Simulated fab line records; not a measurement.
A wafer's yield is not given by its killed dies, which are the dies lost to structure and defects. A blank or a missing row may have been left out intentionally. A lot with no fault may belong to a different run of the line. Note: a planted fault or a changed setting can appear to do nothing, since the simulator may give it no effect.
Chamber matching || flow berkeleyCmos170 || rieDiel-03 running UCB170_SPACER_ETCHBACK_03: 4 sister chambers
The step etches SiO2 in CHF3/CF4/Ar, stops on Si, target depth 376 nm, time 100 s. 4 wafers are shown with their chamber, then 7 later ones without.

== WAFERS PAIRED WITH THEIR CHAMBERS ==
{"wafer": "L196.1", "chamber": 1, "throttleValvePct (%)": 6.44}
{"wafer": "L196.3", "chamber": 3, "throttleValvePct (%)": 6.25}
{"wafer": "L199.1", "chamber": 0, "throttleValvePct (%)": 6.45}
{"wafer": "L199.2", "chamber": 2, "throttleValvePct (%)": 6.38}

== WAFERS WITHOUT THEIR CHAMBER ==
{"wafer": "L199.3", "throttleValvePct (%)": 6.24}
{"wafer": "L201.3", "throttleValvePct (%)": 6.45}
{"wafer": "L201.5", "throttleValvePct (%)": 6.45}
{"wafer": "L201.6", "throttleValvePct (%)": 6.43}
{"wafer": "L202.2", "throttleValvePct (%)": 6.46}
{"wafer": "L202.3", "throttleValvePct (%)": 6.41}
{"wafer": "L202.4", "throttleValvePct (%)": 6.43}

== WHICH CHAMBER EACH WENT THROUGH ==
{"wafer": "L199.3", "from the rows above": 3, "in truth": 3}
{"wafer": "L201.3", "from the rows above": "can't be placed: 0 or 1", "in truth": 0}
{"wafer": "L201.5", "from the rows above": "can't be placed: 0 or 1", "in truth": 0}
{"wafer": "L201.6", "from the rows above": "can't be placed: 1 or 0", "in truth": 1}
{"wafer": "L202.2", "from the rows above": "can't be placed: 0 or 1", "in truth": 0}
{"wafer": "L202.3", "from the rows above": "can't be placed: 1 or 2 or 0", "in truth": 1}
{"wafer": "L202.4", "from the rows above": "can't be placed: 1 or 0", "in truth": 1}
Placed correctly: 1 of 7. Unplaceable from these rows: 6, with the true chamber sitting among the candidates in 6. 0 placed wrongly.
How it was worked out, from the rows above alone: a wafer's distance from a chamber is the root of the sum, over the readings, of the square of ((its reading less the chamber's mean) divided by the reading's scatter). If the next closest chamber is less than 2 further off than the closest, the wafer can't be placed; otherwise it belongs to the closest. The mean given for a chamber averages the wafers shown for that chamber. The scatter: with one shown wafer a chamber, the root of the mean of the squares of how far each hidden wafer lies from its nearest shown one.
